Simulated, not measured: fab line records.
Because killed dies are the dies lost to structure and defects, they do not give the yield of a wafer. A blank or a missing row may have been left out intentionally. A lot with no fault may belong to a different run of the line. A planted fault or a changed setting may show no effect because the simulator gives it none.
Which tool is to blame? || flow rit-cmos || 14 lots with 42 wafers sampled at 2 steps, on a route of 202 steps

WHAT THE GAUGES SHOWED, per wafer
RIT_NRETRO_TW_MEAS_10.
{"lot": "L669", "measured": "day 2 06:20", "on": "film-metro-01", "NRETRO_TW": "1046 1045 1045"}
{"lot": "L670", "measured": "day 2 10:25", "on": "film-metro-04", "NRETRO_TW": "1045 1044 1046"}
{"lot": "L671", "measured": "day 2 17:32", "on": "film-metro-04", "NRETRO_TW": "1042 1046 1043"}
{"lot": "L676", "measured": "day 3 17:37", "on": "film-metro-01", "NRETRO_TW": "1027 1023 1029"}
{"lot": "L678", "measured": "day 4 03:46", "on": "film-metro-02", "NRETRO_TW": "1049 1048 1047"}
{"lot": "L679", "measured": "day 4 07:37", "on": "film-metro-01", "NRETRO_TW": "1030 1028 1028"}
{"lot": "L682", "measured": "day 5 01:53", "on": "film-metro-01", "NRETRO_TW": "1039 1047 1050"}
{"lot": "L683", "measured": "day 5 06:23", "on": "film-metro-04", "NRETRO_TW": "1042 1045 1050"}
{"lot": "L685", "measured": "day 5 15:08", "on": "film-metro-01", "NRETRO_TW": "1043 1043 1039"}
{"lot": "L686", "measured": "day 5 18:34", "on": "film-metro-04", "NRETRO_TW": "1048 1047 1044"}
{"lot": "L687", "measured": "day 6 00:17", "on": "film-metro-04", "NRETRO_TW": "1039 1036 1035"}
{"lot": "L690", "measured": "day 6 17:05", "on": "film-metro-04", "NRETRO_TW": "1039 1043 1040"}
{"lot": "L691", "measured": "day 6 19:29", "on": "film-metro-02", "NRETRO_TW": "1051 1054 1052"}
{"lot": "L692", "measured": "day 7 01:55", "on": "film-metro-01", "NRETRO_TW": "1040 1050 1050"}

WHAT TOOL EACH LOT RAN ON (gives the tool, then ch and the chambers of the sampled wafers, and finally the start)
{"lot": "L669", "RIT_NRETRO_IMPLANT_08": "implanter-04 ch 0, day 2 06:02"}
{"lot": "L670", "RIT_NRETRO_IMPLANT_08": "implanter-03 ch 0, day 2 10:05"}
{"lot": "L671", "RIT_NRETRO_IMPLANT_08": "implanter-02 ch 0, day 2 17:13"}
{"lot": "L676", "RIT_NRETRO_IMPLANT_08": "implanter-03 ch 0, day 3 17:19"}
{"lot": "L678", "RIT_NRETRO_IMPLANT_08": "implanter-04 ch 0, day 4 03:26"}
{"lot": "L679", "RIT_NRETRO_IMPLANT_08": "implanter-03 ch 0, day 4 07:17"}
{"lot": "L682", "RIT_NRETRO_IMPLANT_08": "implanter-02 ch 0, day 5 01:34"}
{"lot": "L683", "RIT_NRETRO_IMPLANT_08": "implanter-02 ch 0, day 5 06:06"}
{"lot": "L685", "RIT_NRETRO_IMPLANT_08": "implanter-04 ch 0, day 5 14:49"}
{"lot": "L686", "RIT_NRETRO_IMPLANT_08": "implanter-02 ch 0, day 5 18:15"}
{"lot": "L687", "RIT_NRETRO_IMPLANT_08": "implanter-02 ch 0, day 5 23:59"}
{"lot": "L690", "RIT_NRETRO_IMPLANT_08": "implanter-02 ch 0, day 6 16:46"}
{"lot": "L691", "RIT_NRETRO_IMPLANT_08": "implanter-04 ch 0, day 6 19:10"}
{"lot": "L692", "RIT_NRETRO_IMPLANT_08": "implanter-03 ch 0, day 7 01:38"}
- RIT_NRETRO_IMPLANT_08

WHAT THE TOOLS THEMSELVES READ (means of the sampled wafers that have a number; where no wafer has one, the mark that the record gives instead)
RIT_NRETRO_IMPLANT_08.
{"lot": "L669", "tool": "implanter-04", "beam-energy-keV": 69.965, "dose-ions-cm2": 1.000e+13}
{"lot": "L670", "tool": "implanter-03", "beam-energy-keV": 69.983, "dose-ions-cm2": 9.989e+12}
{"lot": "L671", "tool": "implanter-02", "beam-energy-keV": 70.014, "dose-ions-cm2": 9.985e+12}
{"lot": "L676", "tool": "implanter-03", "beam-energy-keV": 64.099, "dose-ions-cm2": 1.000e+13}
{"lot": "L678", "tool": "implanter-04", "beam-energy-keV": 70.025, "dose-ions-cm2": 9.988e+12}
{"lot": "L679", "tool": "implanter-03", "beam-energy-keV": 64.103, "dose-ions-cm2": 1.000e+13}
{"lot": "L682", "tool": "implanter-02", "beam-energy-keV": 69.995, "dose-ions-cm2": 1.001e+13}
{"lot": "L683", "tool": "implanter-02", "beam-energy-keV": 70.006, "dose-ions-cm2": 9.999e+12}
{"lot": "L685", "tool": "implanter-04", "beam-energy-keV": 70.017, "dose-ions-cm2": 1.000e+13}
{"lot": "L686", "tool": "implanter-02", "beam-energy-keV": 70.005, "dose-ions-cm2": 1.001e+13}
{"lot": "L687", "tool": "implanter-02", "beam-energy-keV": 70.003, "dose-ions-cm2": 9.991e+12}
{"lot": "L690", "tool": "implanter-02", "beam-energy-keV": 69.988, "dose-ions-cm2": 9.995e+12}
{"lot": "L691", "tool": "implanter-04", "beam-energy-keV": 70.016, "dose-ions-cm2": 1.000e+13}
{"lot": "L692", "tool": "implanter-03", "beam-energy-keV": 69.988, "dose-ions-cm2": 1.001e+13}

THE ANSWER, worked out from the rows above alone
Rule: what is usual is taken from the lots themselves. Put in order of their means at a reading, lots are off if they are a third of the lots or fewer, leave a main group of 4 or more, and stand apart from it by a gap of 3 or more times the standard deviation of the main group's means; of several such gaps the widest counts. If all means in a main group match to the digits the tables above print for the reading, that group is not used. A lot without any number at a reading at which 4 lots or more have one is off too. Where the step has rows for the other lots, those lots are counted as sound. First the gauges in route order, then the tools' own readings, where a lot's mean is used as printed above. The first step at which some lot is off is used, and at that step the reading that is off furthest; a lot without a number counts as furthest.
Off, at RIT_NRETRO_IMPLANT_08 on beam-energy-keV: L676, L679. Mean 70.000 and standard deviation 0.016 in the main group.
A tool fits if, at that step or a process step before it, it ran every lot that is off, and no sound lot after the first of them. Not one of the candidates tried fits.

WHAT WAS PUT IN BY THE SIMULATOR
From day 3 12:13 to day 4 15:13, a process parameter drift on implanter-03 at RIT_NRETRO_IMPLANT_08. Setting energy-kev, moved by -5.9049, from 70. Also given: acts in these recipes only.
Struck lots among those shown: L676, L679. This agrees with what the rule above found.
